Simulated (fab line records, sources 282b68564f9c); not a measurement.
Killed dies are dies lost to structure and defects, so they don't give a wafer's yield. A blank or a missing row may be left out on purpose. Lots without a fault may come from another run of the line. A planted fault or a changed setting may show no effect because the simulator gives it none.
Which tool did it? | flow rit_cmos | 12 lots, 36 wafers sampled, at 2 steps of a route of 202

WHAT THE GAUGES READ, wafer by wafer
RIT_SPACER_THK_MEAS_04.
lot  | measured    | on            | SPACER_NITRIDE_THK (nm)
L694 | day 2 21:56 | film_metro-01 | 246.7 247.1 249.3
L695 | day 3 03:53 | film_metro-04 | 251.8 252.8 250.5
L696 | day 3 09:13 | film_metro-01 | 247.0 249.1 247.1
L703 | day 4 23:52 | film_metro-01 | 245.5 246.0 245.8
L706 | day 5 13:30 | film_metro-01 | 258.8 260.1 260.9
L707 | day 5 22:39 | film_metro-03 | 250.5 248.7 250.3
L710 | day 6 07:23 | film_metro-03 | 249.0 250.8 248.8
L711 | day 6 10:52 | film_metro-03 | 251.4 251.4 250.1
L712 | day 6 16:01 | film_metro-03 | 250.8 251.8 251.7
L713 | day 6 22:09 | film_metro-03 | 250.2 251.7 249.7
L715 | day 7 08:32 | film_metro-04 | 250.6 250.2 249.6
L716 | day 7 11:17 | film_metro-04 | 253.6 253.7 251.2

WHICH TOOL RAN EACH LOT (tool, then ch and the chambers of the sampled wafers, then the start)
lot  | RIT_SPACER_CVD_03
L694 | lpcvd-01 ch 1, day 2 19:59
L695 | lpcvd-02 ch 1, day 3 01:58
L696 | lpcvd-02 ch 0, day 3 07:19
L703 | lpcvd-01 ch 0, day 4 20:59
L706 | lpcvd-01 ch 0, day 5 11:35
L707 | lpcvd-02 ch 1, day 5 20:43
L710 | lpcvd-02 ch 0, day 6 05:28
L711 | lpcvd-02 ch 0, day 6 08:57
L712 | lpcvd-02 ch 1, day 6 14:05
L713 | lpcvd-02 ch 0, day 6 20:14
L715 | lpcvd-02 ch 0, day 7 06:37
L716 | lpcvd-02 ch 0, day 7 09:22
- RIT_SPACER_CVD_03: deposits Si3N4 from SiH2Cl2/NH3, target thk 250 nm, time 3300 s.

WHAT THE TOOLS THEMSELVES READ (means of the sampled wafers that have a number; where no wafer has one, the mark that the record gives instead)
RIT_SPACER_CVD_03.
lot  | tool     | pressure_mtorr (mTorr) | zone_power_centre_pct (%)
L694 | lpcvd-01 | 299.5                  | 32.4
L695 | lpcvd-02 | 300.2                  | 37.0
L696 | lpcvd-02 | 300.3                  | 39.9
L703 | lpcvd-01 | 299.7                  | 39.1
L706 | lpcvd-01 | 359.5                  | 39.1
L707 | lpcvd-02 | 300.0                  | 37.4
L710 | lpcvd-02 | 299.4                  | 40.1
L711 | lpcvd-02 | 300.3                  | 40.1
L712 | lpcvd-02 | 300.0                  | 37.2
L713 | lpcvd-02 | 300.2                  | 40.2
L715 | lpcvd-02 | 299.5                  | 40.0
L716 | lpcvd-02 | 299.6                  | 39.2

THE ANSWER, worked out from the rows above alone
Rule: what is usual is taken from the lots themselves. Put in order of their means at a reading, lots are off if they are a third of the lots or fewer, leave a main group of 4 or more, and stand apart from it by a gap of 3 or more times the standard deviation of the main group's means; of several such gaps the widest counts. A main group whose means are all the same, to the digits that the tables above print for the reading, isn't used. A lot without any number at a reading at which 4 lots or more have one is off too. The other lots that the step has rows for count as sound. The gauges are gone through in route order, then the tools' own readings, and for those a lot's mean is taken as printed above. The first step at which some lot is off is used, and at that step the reading that is off furthest; a lot without a number counts as furthest.
Off: L706, at RIT_SPACER_THK_MEAS_04 (SPACER_NITRIDE_THK). The main group: mean 249.8 nm, standard deviation 2.
A tool fits if, at a process step before that reading, it ran every lot that is off, and no sound lot after the first of them. The gauges at RIT_SPACER_THK_MEAS_04 aren't tried: what is off there is off at RIT_SPACER_CVD_03 too, on other tools, and a gauge's error can't cause that. One fits: lpcvd-01 at RIT_SPACER_CVD_03. Its last sound lot is L703 (day 4 20:59), its first lot that is off L706 (day 5 11:35): a fault that began between those two fits.
The tool's own readings at RIT_SPACER_CVD_03 bear it out: on the lots that are off they differ by more than 5 times the standard deviation of the sound lots' means. pressure_mtorr reads 359.5 mTorr there against 299.9 mTorr on the sound lots.

WHAT THE SIMULATOR HAD PUT IN
Process parameter drift: lpcvd-01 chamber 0, from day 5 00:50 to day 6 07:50, at RIT_SPACER_CVD_03. Setting pressure_mtorr, moved by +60, from 300. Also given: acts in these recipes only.
Lots struck among those shown: L706. The rule above found the same.
